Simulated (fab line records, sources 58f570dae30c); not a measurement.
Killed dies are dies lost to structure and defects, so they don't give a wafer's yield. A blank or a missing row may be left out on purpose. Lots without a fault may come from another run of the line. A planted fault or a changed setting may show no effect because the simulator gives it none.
Split-lot experiment | flow berkeley_cmos170 | 5 lots, 23 wafers read, on a route of 331 steps

THE SPLIT
At UCB170_M2_SPUTTER_01 (material Al, target thk 900 nm, time 120 s), the setting time_s was moved away from the recipe's 120 s on 5 of the 23 wafers read, by +6.6% to +10.3%. The other wafers ran this setting at the recipe's value.

FROM THE SPLIT TO THE READING: what the file shows between them, 1 step
- UCB170_M2_RS_MEAS_02: measures by four-point-probe

THE READING
M2_AL_THK, in nm, at UCB170_M2_THK_MEAS_03 (measures by xrf). Fault-free wafers of this fab line usually give 912 nm, standard deviation 8.1 nm.

wafer  | tool, chamber at the split | time_s as run, s | against the recipe | M2_AL_THK, nm | against lot-mates on the recipe
L078.1 | pvd_sputter-01, -          | 127.9            | +6.6%              | 964           | +59
L078.3 | pvd_sputter-01, -          | 120              | recipe             | 907           | -
L078.4 | pvd_sputter-01, -          | 120              | recipe             | 903           | -
L078.5 | pvd_sputter-01, -          | 127.9            | +6.6%              | 975           | +70
L078.6 | pvd_sputter-01, -          | 120              | recipe             | 904           | -
L082.2 | pvd_sputter-04, -          | 120              | recipe             | 919           | -
L082.3 | pvd_sputter-04, -          | 120              | recipe             | 908           | -
L082.6 | pvd_sputter-04, -          | 120              | recipe             | 916           | -
L081.2 | pvd_sputter-03, -          | 120              | recipe             | 917           | -
L081.3 | pvd_sputter-03, -          | 120              | recipe             | 907           | -
L081.4 | pvd_sputter-03, -          | 120              | recipe             | 909           | -
L081.5 | pvd_sputter-03, -          | 120              | recipe             | 913           | -
L081.6 | pvd_sputter-03, -          | 120              | recipe             | 898           | -
L080.1 | pvd_sputter-01, -          | 120              | recipe             | 918           | -
L080.2 | pvd_sputter-01, -          | 120              | recipe             | 913           | -
L080.3 | pvd_sputter-01, -          | 120              | recipe             | 927           | -
L080.4 | pvd_sputter-01, -          | 120              | recipe             | 924           | -
L080.6 | pvd_sputter-01, -          | 120              | recipe             | 912           | -
L083.1 | pvd_sputter-03, -          | 132.4            | +10.3%             | 1002          | +78
L083.2 | pvd_sputter-03, -          | 132.4            | +10.3%             | 1010          | +86
L083.4 | pvd_sputter-03, -          | 132.4            | +10.3%             | 1021          | +98
L083.5 | pvd_sputter-03, -          | 120              | recipe             | 924           | -
L083.6 | pvd_sputter-03, -          | 120              | recipe             | 923           | -

THE FIT
A straight line over all 23 wafers: M2_AL_THK changes by +9.26 nm for each +1% of time_s; r = +0.97; the points scatter about the line by 8.3 nm.
The same after taking each lot's own level away (the mean of its wafers on the recipe; 23 wafers): +8.73 nm for each +1%; r = +0.98; scatter 6.3 nm.
On that fit, the largest move of time_s shifts the reading by 90 nm.
The lots' own levels span 904.7 to 923.5 nm, that is 2.3 times the standard deviation above.
So the lot-to-lot level changes the slope little: the two slopes agree.
Check: with one of the wafers moved furthest among these (+10.3%) left out of the fit, the line predicts +94.8 nm for it against its lot-mates. It came out at +78.5 nm against them.

THE WHOLE CHAIN: every reading that the file lists as answering this split, in the file's order
step                  | what it does                               | reading                                                                     | change (the file's fit)               | r (the file's)
UCB170_M2_SPUTTER_01  | material Al, target thk 900 nm, time 120 s | Al_of_M2_SPUTTER_01.thk_nm (the simulator's own value, which no gauge read) | +8.48 nm for each +1% of the setting  | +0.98
UCB170_M2_RS_MEAS_02  | measures by four-point-probe               | M2_AL_RS                                                                    | -0.000282 for each +1% of the setting | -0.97
UCB170_M2_THK_MEAS_03 | measures by xrf                            | M2_AL_THK                                                                   | +8.85 for each +1% of the setting     | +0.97

THE FILE'S OWN FIT
M2_AL_THK changes by +8.85 nm for each +1% of time_s, r = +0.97.
